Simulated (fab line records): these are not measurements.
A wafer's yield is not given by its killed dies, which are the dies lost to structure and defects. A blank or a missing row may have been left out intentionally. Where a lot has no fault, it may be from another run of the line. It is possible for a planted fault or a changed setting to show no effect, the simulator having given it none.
Which of the tools did it? / flow berkeley-cmos170 / 42 wafers from 14 lots sampled at 2 of the route's 331 steps

## WHAT THE GAUGES READ, wafer by wafer
UCB170_NWELL_TW_MEAS_16. Usual: for NWELL_TW the level is 1257 and the standard deviation is 13.
lot=L116; measured=day 2 21:41; on=film-metro-02; NWELL_TW=1251 1254 1258; flag=
lot=L117; measured=day 3 01:59; on=film-metro-04; NWELL_TW=1268 1274 1269; flag=
lot=L118; measured=day 3 02:14; on=film-metro-02; NWELL_TW=1247 1258 1256; flag=
lot=L121; measured=day 3 14:52; on=film-metro-02; NWELL_TW=1251 1258 1253; flag=
lot=L120; measured=day 3 14:59; on=film-metro-04; NWELL_TW=1272 1273 1270; flag=
lot=L127; measured=day 5 00:55; on=film-metro-03; NWELL_TW=1230 1241 1240; flag=
lot=L126; measured=day 5 01:08; on=film-metro-02; NWELL_TW=1252 1253 1250; flag=
lot=L129; measured=day 5 08:20; on=film-metro-03; NWELL_TW=1409 1416 1403; flag=OFF
lot=L130; measured=day 5 15:09; on=film-metro-02; NWELL_TW=1430 1439 1435; flag=OFF
lot=L133; measured=day 6 12:39; on=film-metro-02; NWELL_TW=1258 1252 1256; flag=
lot=L134; measured=day 6 19:44; on=film-metro-04; NWELL_TW=1273 1275 1274; flag=
lot=L135; measured=day 6 20:37; on=film-metro-03; NWELL_TW=1226 1236 1236; flag=
lot=L136; measured=day 7 01:12; on=film-metro-02; NWELL_TW=1267 1254 1269; flag=
lot=L137; measured=day 7 01:55; on=film-metro-04; NWELL_TW=1270 1267 1264; flag=

## WHAT TOOL EACH LOT RAN ON (gives the tool, then ch and the chambers of the sampled wafers, and finally the start)
lot=L116; UCB170_NWELL_IMPLANT_14=implanter-04 ch 0, day 2 21:26
lot=L117; UCB170_NWELL_IMPLANT_14=implanter-02 ch 0, day 3 01:44
lot=L118; UCB170_NWELL_IMPLANT_14=implanter-01 ch 0, day 3 02:01
lot=L121; UCB170_NWELL_IMPLANT_14=implanter-02 ch 0, day 3 14:37
lot=L120; UCB170_NWELL_IMPLANT_14=implanter-04 ch 0, day 3 14:45
lot=L127; UCB170_NWELL_IMPLANT_14=implanter-01 ch 0, day 5 00:41
lot=L126; UCB170_NWELL_IMPLANT_14=implanter-04 ch 0, day 5 00:53
lot=L129; UCB170_NWELL_IMPLANT_14=implanter-04 ch 0, day 5 08:05
lot=L130; UCB170_NWELL_IMPLANT_14=implanter-04 ch 0, day 5 14:52
lot=L133; UCB170_NWELL_IMPLANT_14=implanter-01 ch 0, day 6 12:25
lot=L134; UCB170_NWELL_IMPLANT_14=implanter-02 ch 0, day 6 19:31
lot=L135; UCB170_NWELL_IMPLANT_14=implanter-01 ch 0, day 6 20:23
lot=L136; UCB170_NWELL_IMPLANT_14=implanter-01 ch 0, day 7 00:57
lot=L137; UCB170_NWELL_IMPLANT_14=implanter-01 ch 0, day 7 01:40
- UCB170_NWELL_IMPLANT_14

## WHAT THE TOOLS THEMSELVES READ (means of the sampled wafers that have a number; where no wafer has one, the mark that the record gives instead)
UCB170_NWELL_IMPLANT_14. Usual: dose-ions-cm2 9.999e+12, standard deviation 9.6e+09; faraday-current-uA 31.8, standard deviation 0.57.
lot=L116 tool=implanter-04 dose-ions-cm2=9.991e+12 faraday-current-uA=32.0 flag=
lot=L117 tool=implanter-02 dose-ions-cm2=1.001e+13 faraday-current-uA=30.9 flag=
lot=L118 tool=implanter-01 dose-ions-cm2=9.995e+12 faraday-current-uA=31.5 flag=
lot=L121 tool=implanter-02 dose-ions-cm2=9.989e+12 faraday-current-uA=32.4 flag=
lot=L120 tool=implanter-04 dose-ions-cm2=9.998e+12 faraday-current-uA=32.0 flag=
lot=L127 tool=implanter-01 dose-ions-cm2=9.994e+12 faraday-current-uA=31.3 flag=
lot=L126 tool=implanter-04 dose-ions-cm2=9.994e+12 faraday-current-uA=32.0 flag=
lot=L129 tool=implanter-04 dose-ions-cm2=1.504e+13 faraday-current-uA=47.9 flag=OFF
lot=L130 tool=implanter-04 dose-ions-cm2=1.503e+13 faraday-current-uA=48.3 flag=OFF
lot=L133 tool=implanter-01 dose-ions-cm2=1.000e+13 faraday-current-uA=31.8 flag=
lot=L134 tool=implanter-02 dose-ions-cm2=1.000e+13 faraday-current-uA=32.0 flag=
lot=L135 tool=implanter-01 dose-ions-cm2=1.001e+13 faraday-current-uA=32.4 flag=
lot=L136 tool=implanter-01 dose-ions-cm2=9.994e+12 faraday-current-uA=31.8 flag=
lot=L137 tool=implanter-01 dose-ions-cm2=1.001e+13 faraday-current-uA=31.7 flag=

## THE ANSWER, worked out from the rows above alone
Rule: lot off if the mean of its wafers having a number is beyond 3 standard deviations from the usual mean. Also off: a lot with no number at a reading for which 4 or more lots have one. Any other lot the step has rows for is counted as sound. The gauges are gone through in route order, then the tools' own readings, and for those a lot's mean is taken as printed above. The first step at which some lot is off is used, and at that step the reading that is off furthest; a lot without a number counts as furthest.
Off: L129, L130, at UCB170_NWELL_TW_MEAS_16 (NWELL_TW).
A tool fits if, at a process step before that reading, it ran every lot that is off, and no sound lot after the first of them. The gauges at UCB170_NWELL_TW_MEAS_16 aren't tried: what is off there is off at UCB170_NWELL_IMPLANT_14 too, on other tools, and a gauge's error can't cause that. One candidate fits, namely implanter-04 at UCB170_NWELL_IMPLANT_14. Its last sound lot is L126 (day 5 00:53), its first lot that is off L129 (day 5 08:05): a fault that began between those two fits.
The tool's own readings at UCB170_NWELL_IMPLANT_14 bear it out: on the lots that are off they differ by more than 5 times the standard deviation of the sound lots' means. dose-ions-cm2 reads 1.504e+13 there against 9.999e+12 on the sound lots; faraday-current-uA reads 48.1 there against 31.8 on the sound lots.

## WHAT THE SIMULATOR HAD INSERTED
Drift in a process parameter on implanter-04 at UCB170_NWELL_IMPLANT_14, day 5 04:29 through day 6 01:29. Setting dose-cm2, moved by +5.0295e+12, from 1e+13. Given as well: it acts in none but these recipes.
Struck lots among those shown: L129, L130. The rule above reached the same finding.
